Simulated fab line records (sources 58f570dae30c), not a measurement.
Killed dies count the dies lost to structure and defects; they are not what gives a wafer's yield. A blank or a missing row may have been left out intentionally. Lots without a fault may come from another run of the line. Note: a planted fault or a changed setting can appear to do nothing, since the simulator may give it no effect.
Which tool did it? / flow berkeleyCmos170 / 45 wafers from 15 lots sampled at 4 of the route's 331 steps

WHAT EACH GAUGE READ, for each wafer
UCB170_SDANNEAL_RS_MEAS_05: the measuring method here is four-point-probe. Usual: NLDD_RS typically reads 616.4 ohm/sq, with standard deviation 1.1.
lot=L892; measured=day 6 10:30; on=filmMetro-04; NLDD_RS (ohm/sq)=618.6 616.6 617.0; flag=
lot=L893; measured=day 6 18:37; on=filmMetro-02; NLDD_RS (ohm/sq)=618.1 617.0 617.3; flag=
lot=L894; measured=day 6 19:07; on=filmMetro-04; NLDD_RS (ohm/sq)=616.1 617.0 616.8; flag=
lot=L896; measured=day 7 10:59; on=filmMetro-02; NLDD_RS (ohm/sq)=616.4 617.5 616.3; flag=
lot=L899; measured=day 7 18:49; on=filmMetro-02; NLDD_RS (ohm/sq)=616.8 615.4 616.0; flag=
lot=L897; measured=day 7 19:26; on=filmMetro-02; NLDD_RS (ohm/sq)=614.7 615.7 616.2; flag=
lot=L898; measured=day 8 03:35; on=filmMetro-02; NLDD_RS (ohm/sq)=615.5 615.3 617.2; flag=
lot=L901; measured=day 8 03:49; on=filmMetro-03; NLDD_RS (ohm/sq)=619.1 616.3 617.2; flag=
lot=L902; measured=day 8 04:05; on=filmMetro-02; NLDD_RS (ohm/sq)=615.2 616.8 617.4; flag=
lot=L905; measured=day 9 02:28; on=filmMetro-03; NLDD_RS (ohm/sq)=616.6 614.9 615.3; flag=
lot=L910; measured=day 10 17:29; on=filmMetro-03; NLDD_RS (ohm/sq)=615.9 616.9 617.2; flag=
lot=L912; measured=day 10 19:02; on=filmMetro-03; NLDD_RS (ohm/sq)=616.8 616.3 615.7; flag=
lot=L911; measured=day 10 19:37; on=filmMetro-02; NLDD_RS (ohm/sq)=617.1 616.9 618.5; flag=
lot=L913; measured=day 11 11:36; on=filmMetro-02; NLDD_RS (ohm/sq)=616.6 616.1 616.9; flag=
lot=L914; measured=day 11 12:45; on=filmMetro-02; NLDD_RS (ohm/sq)=616.8 615.4 617.7; flag=

UCB170_CONTACT_CD_MEAS_90: the cd target is 700 nm. Usual: 700.2 nm for cdNm, sd 1.8.
lot=L892; measured=day 6 16:20; on=cdSem-02; cdNm (nm)=702.7 703.0 701.2; flag=
lot=L893; measured=day 6 23:28; on=cdSem-02; cdNm (nm)=696.9 697.0 699.0; flag=
lot=L894; measured=day 7 01:50; on=cdSem-02; cdNm (nm)=700.1 698.5 700.7; flag=
lot=L896; measured=day 7 16:02; on=cdSem-01; cdNm (nm)=702.1 701.4 702.7; flag=
lot=L899; measured=day 8 00:01; on=cdSem-02; cdNm (nm)=696.8 698.9 698.8; flag=
lot=L897; measured=day 8 00:50; on=cdSem-02; cdNm (nm)=701.8 699.7 700.3; flag=
lot=L898; measured=day 8 09:43; on=cdSem-02; cdNm (nm)=- - -; flag=OFF
lot=L901; measured=day 8 10:04; on=cdSem-01; cdNm (nm)=- - -; flag=OFF
lot=L902; measured=day 8 09:47; on=cdSem-01; cdNm (nm)=- - -; flag=OFF
lot=L905; measured=day 9 07:02; on=cdSem-01; cdNm (nm)=698.0 699.5 701.3; flag=
lot=L910; measured=day 10 23:50; on=cdSem-02; cdNm (nm)=701.4 699.5 701.7; flag=
lot=L912; measured=day 11 03:50; on=cdSem-01; cdNm (nm)=699.7 701.3 701.4; flag=
lot=L911; measured=day 11 03:56; on=cdSem-01; cdNm (nm)=700.3 698.9 699.0; flag=
lot=L913; measured=day 11 19:34; on=cdSem-02; cdNm (nm)=698.1 699.5 699.4; flag=
lot=L914; measured=day 11 19:15; on=cdSem-02; cdNm (nm)=703.3 702.2 701.8; flag=

EACH LOT AND THE TOOL THAT RAN IT (in order: tool; ch and the chambers of the sampled wafers; start)
lot=L892; UCB170_CONTACT_ETCH_17=rieDiel-04 ch 1,3, day 6 16:03; UCB170_CONTACT_ETCH_18=rieDiel-04 ch 1,3, day 6 16:20 or earlier
lot=L893; UCB170_CONTACT_ETCH_17=rieDiel-01 ch 2,3, day 6 23:12; UCB170_CONTACT_ETCH_18=rieDiel-01 ch 2,3, day 6 23:28 or earlier
lot=L894; UCB170_CONTACT_ETCH_17=rieDiel-01 ch 1,2, day 7 01:31; UCB170_CONTACT_ETCH_18=rieDiel-01 ch 1,2, day 7 01:50 or earlier
lot=L896; UCB170_CONTACT_ETCH_17=rieDiel-02 ch 0,1,3, day 7 15:46; UCB170_CONTACT_ETCH_18=rieDiel-02 ch 0,1,3, day 7 16:02 or earlier
lot=L899; UCB170_CONTACT_ETCH_17=rieDiel-01 ch 0,1,2, day 7 23:38; UCB170_CONTACT_ETCH_18=rieDiel-01 ch 0,1,2, day 8 00:01 or earlier
lot=L897; UCB170_CONTACT_ETCH_17=rieDiel-02 ch 0,1, day 8 00:34; UCB170_CONTACT_ETCH_18=rieDiel-02 ch 0,1, day 8 00:50 or earlier
lot=L898; UCB170_CONTACT_ETCH_17=rieDiel-02 ch 2,3, day 8 09:24; UCB170_CONTACT_ETCH_18=rieDiel-02 ch 2,3, day 8 09:43 or earlier
lot=L901; UCB170_CONTACT_ETCH_17=rieDiel-02 ch 0,1,3, day 8 09:48; UCB170_CONTACT_ETCH_18=rieDiel-02 ch 0,1,3, day 8 10:04 or earlier
lot=L902; UCB170_CONTACT_ETCH_17=rieDiel-04 ch 0,1, day 8 09:32; UCB170_CONTACT_ETCH_18=rieDiel-04 ch 0,1, day 8 09:47 or earlier
lot=L905; UCB170_CONTACT_ETCH_17=rieDiel-01 ch 0,1,2, day 9 06:44; UCB170_CONTACT_ETCH_18=rieDiel-01 ch 0,1,2, day 9 07:02 or earlier
lot=L910; UCB170_CONTACT_ETCH_17=rieDiel-04 ch 0,3, day 10 23:34; UCB170_CONTACT_ETCH_18=rieDiel-04 ch 0,3, day 10 23:50 or earlier
lot=L912; UCB170_CONTACT_ETCH_17=rieDiel-04 ch 0,3, day 11 03:33; UCB170_CONTACT_ETCH_18=rieDiel-04 ch 0,3, day 11 03:50 or earlier
lot=L911; UCB170_CONTACT_ETCH_17=rieDiel-02 ch 0,2,3, day 11 03:39; UCB170_CONTACT_ETCH_18=rieDiel-02 ch 0,2,3, day 11 03:56 or earlier
lot=L913; UCB170_CONTACT_ETCH_17=rieDiel-04 ch 0,1,3, day 11 19:16; UCB170_CONTACT_ETCH_18=rieDiel-04 ch 0,1,3, day 11 19:34 or earlier
lot=L914; UCB170_CONTACT_ETCH_17=rieDiel-02 ch 0,1,3, day 11 18:59; UCB170_CONTACT_ETCH_18=rieDiel-02 ch 0,1,3, day 11 19:15 or earlier
- UCB170_CONTACT_ETCH_17: etches BARC in N2/H2.
- UCB170_CONTACT_ETCH_18: etches PSG in CHF3/CF4/Ar, stops on TiSi2, target depth 840 nm, time 195 s.

AS READ BY THE TOOLS THEMSELVES (means over the sampled wafers that have a number; for cases with no such wafer, the mark the record gives instead)
UCB170_CONTACT_ETCH_17. Usual: biasW 100.0 W, standard deviation 0.31; chamberPressureMTorr 30.00 mTorr, standard deviation 0.035; drypumpMotorCurrentA 5.7 A, standard deviation 0.57; oesProductAu 0.991 a.u., standard deviation 0.029; throttleValvePct 13.32 %, standard deviation 0.13.
lot=L892; tool=rieDiel-04; biasW (W)=100.3; chamberPressureMTorr (mTorr)=30.01; drypumpMotorCurrentA (A)=5.6; oesProductAu (a.u.)=0.994; throttleValvePct (%)=13.30; flag=
lot=L893; tool=rieDiel-01; biasW (W)=100.4; chamberPressureMTorr (mTorr)=30.01; drypumpMotorCurrentA (A)=5.5; oesProductAu (a.u.)=0.974; throttleValvePct (%)=13.36; flag=
lot=L894; tool=rieDiel-01; biasW (W)=100.0; chamberPressureMTorr (mTorr)=30.00; drypumpMotorCurrentA (A)=5.5; oesProductAu (a.u.)=0.998; throttleValvePct (%)=13.29; flag=
lot=L896; tool=rieDiel-02; biasW (W)=100.1; chamberPressureMTorr (mTorr)=30.00; drypumpMotorCurrentA (A)=5.5; oesProductAu (a.u.)=0.984; throttleValvePct (%)=13.39; flag=
lot=L899; tool=rieDiel-01; biasW (W)=100.0; chamberPressureMTorr (mTorr)=30.01; drypumpMotorCurrentA (A)=5.9; oesProductAu (a.u.)=0.983; throttleValvePct (%)=13.32; flag=
lot=L897; tool=rieDiel-02; biasW (W)=99.8; chamberPressureMTorr (mTorr)=29.97; drypumpMotorCurrentA (A)=5.1; oesProductAu (a.u.)=0.988; throttleValvePct (%)=13.40; flag=
lot=L898; tool=rieDiel-02; biasW (W)=-; chamberPressureMTorr (mTorr)=-; drypumpMotorCurrentA (A)=-; oesProductAu (a.u.)=-; throttleValvePct (%)=-; flag=OFF
lot=L901; tool=rieDiel-02; biasW (W)=-; chamberPressureMTorr (mTorr)=-; drypumpMotorCurrentA (A)=-; oesProductAu (a.u.)=-; throttleValvePct (%)=-; flag=OFF
lot=L902; tool=rieDiel-04; biasW (W)=-; chamberPressureMTorr (mTorr)=-; drypumpMotorCurrentA (A)=-; oesProductAu (a.u.)=-; throttleValvePct (%)=-; flag=OFF
lot=L905; tool=rieDiel-01; biasW (W)=99.8; chamberPressureMTorr (mTorr)=29.99; drypumpMotorCurrentA (A)=5.8; oesProductAu (a.u.)=0.993; throttleValvePct (%)=13.32; flag=
lot=L910; tool=rieDiel-04; biasW (W)=100.0; chamberPressureMTorr (mTorr)=30.01; drypumpMotorCurrentA (A)=6.6; oesProductAu (a.u.)=0.970; throttleValvePct (%)=13.30; flag=
lot=L912; tool=rieDiel-04; biasW (W)=100.1; chamberPressureMTorr (mTorr)=30.02; drypumpMotorCurrentA (A)=6.6; oesProductAu (a.u.)=0.979; throttleValvePct (%)=13.30; flag=
lot=L911; tool=rieDiel-02; biasW (W)=99.9; chamberPressureMTorr (mTorr)=30.01; drypumpMotorCurrentA (A)=5.2; oesProductAu (a.u.)=0.977; throttleValvePct (%)=13.34; flag=
lot=L913; tool=rieDiel-04; biasW (W)=99.7; chamberPressureMTorr (mTorr)=30.01; drypumpMotorCurrentA (A)=6.2; oesProductAu (a.u.)=0.988; throttleValvePct (%)=13.31; flag=
lot=L914; tool=rieDiel-02; biasW (W)=100.2; chamberPressureMTorr (mTorr)=29.99; drypumpMotorCurrentA (A)=5.5; oesProductAu (a.u.)=0.987; throttleValvePct (%)=13.39; flag=

UCB170_CONTACT_ETCH_18. Usual: CHF3_flow_sccm 45.00 sccm, standard deviation 0.13; cf4FlowSccm 15.00 sccm, standard deviation 0.047; drypumpMotorCurrentA 5.7 A, standard deviation 0.57; oesProductAu 0.883 a.u., standard deviation 0.015; throttleValvePct 6.91 %, standard deviation 0.066.
lot=L892; tool=rieDiel-04; CHF3_flow_sccm (sccm)=44.89; cf4FlowSccm (sccm)=15.00; drypumpMotorCurrentA (A)=5.7; oesProductAu (a.u.)=0.879; throttleValvePct (%)=6.93; flag=
lot=L893; tool=rieDiel-01; CHF3_flow_sccm (sccm)=45.05; cf4FlowSccm (sccm)=14.99; drypumpMotorCurrentA (A)=5.5; oesProductAu (a.u.)=0.882; throttleValvePct (%)=6.95; flag=
lot=L894; tool=rieDiel-01; CHF3_flow_sccm (sccm)=45.19; cf4FlowSccm (sccm)=15.03; drypumpMotorCurrentA (A)=5.5; oesProductAu (a.u.)=0.890; throttleValvePct (%)=6.89; flag=
lot=L896; tool=rieDiel-02; CHF3_flow_sccm (sccm)=45.11; cf4FlowSccm (sccm)=15.00; drypumpMotorCurrentA (A)=5.5; oesProductAu (a.u.)=0.880; throttleValvePct (%)=6.93; flag=
lot=L899; tool=rieDiel-01; CHF3_flow_sccm (sccm)=45.00; cf4FlowSccm (sccm)=15.01; drypumpMotorCurrentA (A)=5.8; oesProductAu (a.u.)=0.896; throttleValvePct (%)=6.92; flag=
lot=L897; tool=rieDiel-02; CHF3_flow_sccm (sccm)=44.98; cf4FlowSccm (sccm)=14.97; drypumpMotorCurrentA (A)=5.1; oesProductAu (a.u.)=0.882; throttleValvePct (%)=6.91; flag=
lot=L898; tool=rieDiel-02; CHF3_flow_sccm (sccm)=45.14; cf4FlowSccm (sccm)=15.06; drypumpMotorCurrentA (A)=5.3; oesProductAu (a.u.)=0.379; throttleValvePct (%)=6.87; flag=OFF
lot=L901; tool=rieDiel-02; CHF3_flow_sccm (sccm)=44.90; cf4FlowSccm (sccm)=15.04; drypumpMotorCurrentA (A)=5.5; oesProductAu (a.u.)=0.368; throttleValvePct (%)=6.92; flag=OFF
lot=L902; tool=rieDiel-04; CHF3_flow_sccm (sccm)=44.85; cf4FlowSccm (sccm)=14.99; drypumpMotorCurrentA (A)=6.3; oesProductAu (a.u.)=0.373; throttleValvePct (%)=6.84; flag=OFF
lot=L905; tool=rieDiel-01; CHF3_flow_sccm (sccm)=45.06; cf4FlowSccm (sccm)=15.05; drypumpMotorCurrentA (A)=5.8; oesProductAu (a.u.)=0.881; throttleValvePct (%)=6.93; flag=
lot=L910; tool=rieDiel-04; CHF3_flow_sccm (sccm)=45.01; cf4FlowSccm (sccm)=15.06; drypumpMotorCurrentA (A)=6.6; oesProductAu (a.u.)=0.886; throttleValvePct (%)=6.87; flag=
lot=L912; tool=rieDiel-04; CHF3_flow_sccm (sccm)=44.99; cf4FlowSccm (sccm)=14.95; drypumpMotorCurrentA (A)=6.6; oesProductAu (a.u.)=0.883; throttleValvePct (%)=6.87; flag=
lot=L911; tool=rieDiel-02; CHF3_flow_sccm (sccm)=45.03; cf4FlowSccm (sccm)=14.97; drypumpMotorCurrentA (A)=5.2; oesProductAu (a.u.)=0.883; throttleValvePct (%)=6.90; flag=
lot=L913; tool=rieDiel-04; CHF3_flow_sccm (sccm)=44.96; cf4FlowSccm (sccm)=15.04; drypumpMotorCurrentA (A)=6.2; oesProductAu (a.u.)=0.874; throttleValvePct (%)=6.90; flag=
lot=L914; tool=rieDiel-02; CHF3_flow_sccm (sccm)=44.92; cf4FlowSccm (sccm)=14.98; drypumpMotorCurrentA (A)=5.5; oesProductAu (a.u.)=0.874; throttleValvePct (%)=6.92; flag=

THE ANSWER, worked out from the rows above alone
Rule: a lot is off if the mean of its wafers that have a number lies more than 3 standard deviations from the usual mean. A lot without any number at a reading at which 4 lots or more have one is off too. All remaining lots with rows at the step are treated as sound. After the gauges, taken in route order, come the tools' own readings; for these a lot's mean is taken, as printed above. The first step at which some lot is off is used, and at that step the reading that is off furthest; a lot without a number counts as furthest.
Off: L898, L901, L902, at UCB170_CONTACT_CD_MEAS_90 (cdNm). Without a number there: L898, L901, L902.
A tool fits if, at a process step before that reading, it ran every lot that is off, and no sound lot after the first of them. The gauges at UCB170_CONTACT_CD_MEAS_90 aren't tried: what is off there is off at UCB170_CONTACT_ETCH_17 too, on other tools, and a gauge's error can't cause that. UCB170_CONTACT_ETCH_18 gives no start for some lots, so the hours and the order of its lots are those of UCB170_CONTACT_CD_MEAS_90. Of those tried, none fits.

WHAT THE SIMULATOR PUT IN
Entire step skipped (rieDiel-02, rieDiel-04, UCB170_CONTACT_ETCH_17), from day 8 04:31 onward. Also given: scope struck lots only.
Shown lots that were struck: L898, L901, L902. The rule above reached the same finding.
